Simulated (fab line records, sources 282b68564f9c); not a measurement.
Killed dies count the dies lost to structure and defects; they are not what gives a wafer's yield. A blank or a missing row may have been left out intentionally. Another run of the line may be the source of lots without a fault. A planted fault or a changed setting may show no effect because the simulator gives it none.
8D (eight disciplines) problem report, filled in by code	flow ritCmos	the parts of the form that need people (team, actions taken, sign-off) are left out

== 1. WHAT WENT WRONG ==
At RIT_CONTACT_STRIP_12, runLengthS averages 232.5 s over 3 wafers from 2 lots, while fault-free wafers read 208.3 s, standard deviation 0.58. That is +42 standard deviations from the usual mean.
The step: strips in O2, time 180 s.
Seen first at day 6 01:11 on plasmaAsher-02, wafer L202.4. Wafers with a number at this step in the record: 42, from 14 lots. Rule for "out", or "out of limits": more than 4 standard deviations from the usual mean. The other wafers with a number count as sound.

== 2. WHAT IT IS, WHAT IT ISN'T ==
question	is	is not
which readings at this step	runLengthS	drypumpMotorCurrentA
which lots	L202, L204	L189, L190, L191, L192, L194, L196, L197, L207, L208, L209, L211, L212
which wafers of those lots	L202.4, L204.1, L204.3	L202.2, L202.3, L204.5
read on which tools	plasmaAsher-02	plasmaAsher-03, plasmaAsher-04
when	from day 6 01:11	up to then (23 sound wafers); but 16 sound wafers of L204, L207, L208, L209, L211, L212 came after

== 3. WHAT RULES OUT EACH SUSPECT ==
Counting: a tool at a process step up to the reading stays a suspect if it ran every lot that is out. Sound lots after the first of them don't rule it out here, since some wafers of a struck lot are sound.
- plasmaAsher-02 at RIT_CONTACT_STRIP_12 (strips in O2, time 180 s): kept. Every lot that is out went through it, the first being L202 (day 6 01:11); the last sound lot it ran before that was L192 (day 4 00:20). Its own runLengthS readings are out on those wafers.
- Within plasmaAsher-02 at RIT_CONTACT_STRIP_12: the wafers that are out ran in chamber 1; their sound lot-mates ran in chamber 0.
Left after counting: plasmaAsher-02 at RIT_CONTACT_STRIP_12.

== 4. THE CAUSE (what the simulator had put in) ==
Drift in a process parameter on plasmaAsher-02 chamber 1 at RIT_CONTACT_STRIP_12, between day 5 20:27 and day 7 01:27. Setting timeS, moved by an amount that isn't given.
After counting, this tool was the only one left.

== 5. SEQUENCE OF EFFECTS, ordered by route ==
Each row: a reading whose mean over the struck wafers that have a number lies more than 3 standard deviations from the usual. Readings are gone through only where the record gives a usual standard deviation; hours: the median, over the lots, of the time from a lot's start at the first step in this table giving one to that lot's start at this step; sigmas: the change measured in usual standard deviations.
hours	step	reading	usual	on struck wafers	change	sigmas
0	RIT_CONTACT_STRIP_12	runLengthS	208.3 s	232.5	+24.2	+42
The process steps in it:
- RIT_CONTACT_STRIP_12: strips in O2, time 180 s.

== 6. WHAT WOULD HAVE CAUGHT IT SOONER ==
In this record no reading fell out of limits until day 6 01:11, 5 hours after the fault had begun at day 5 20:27.
